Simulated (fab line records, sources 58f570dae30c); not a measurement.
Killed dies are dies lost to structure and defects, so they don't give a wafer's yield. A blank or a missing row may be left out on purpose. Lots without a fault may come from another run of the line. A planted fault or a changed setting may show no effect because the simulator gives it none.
Chamber matching | flow berkeley_cmos170 | UCB170_SILICIDE_WET_ETCH_05 on wet_bench-04: 4 sister chambers
The step etches Ti in SPM, time 45 s. 16 wafers are shown with their chamber, then 8 later ones without.

WAFERS WITH THEIR CHAMBER
wafer  | chamber | temp_c (C)
L262.3 | 1       | 120.26
L262.4 | 1       | 120.20
L262.6 | 1       | 120.26
L270.3 | 2       | 120.09
L270.4 | 2       | 120.08
L270.6 | 2       | 119.85
L271.2 | 3       | 119.83
L271.3 | 3       | 120.20
L271.6 | 3       | 119.74
L273.1 | 0       | 120.20
L273.2 | 0       | 119.82
L273.4 | 0       | 120.01
L272.2 | 0       | 119.86
L272.3 | 0       | 119.87
L272.6 | 0       | 119.93
L278.1 | 2       | 120.11

SIGNATURES (means of the wafers above)
reading | chamber 0 | chamber 1 | chamber 2 | chamber 3 | scatter within a chamber
temp_c  | 119.9483  | 120.2400  | 120.0325  | 119.9233  | 0.148
Rule: a wafer's distance from a chamber is the root of the sum, over the readings, of the square of ((its reading less the chamber's mean) divided by the reading's scatter). The wafer belongs to the nearest chamber; if the next one is less than 2 further off, it can't be placed. The scatter: the root of (the sum of the squares of (reading less its chamber's mean) over the shown wafers, divided by (wafers less chambers)).

WAFERS WITHOUT THEIR CHAMBER
wafer  | temp_c (C)
L278.3 | 120.03
L278.4 | 120.04
L276.1 | 119.77
L276.4 | 119.81
L276.5 | 119.95
L280.1 | 120.07
L280.2 | 119.98
L280.6 | 120.08

WHICH CHAMBER EACH WENT THROUGH
wafer  | from the rows above               | in truth
L278.3 | can't be placed: 2 or 0 or 3 or 1 | 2
L278.4 | can't be placed: 2 or 0 or 3 or 1 | 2
L276.1 | can't be placed: 3 or 0 or 2      | 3
L276.4 | can't be placed: 3 or 0 or 2      | 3
L276.5 | can't be placed: 0 or 3 or 2 or 1 | 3
L280.1 | can't be placed: 2 or 0 or 3 or 1 | 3
L280.2 | can't be placed: 0 or 2 or 3 or 1 | 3
L280.6 | can't be placed: 2 or 0 or 3 or 1 | 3
Placed correctly: 0 of 8. Can't be placed from these rows: 8 (the true chamber is among the candidates in 8). Placed wrongly: 0.
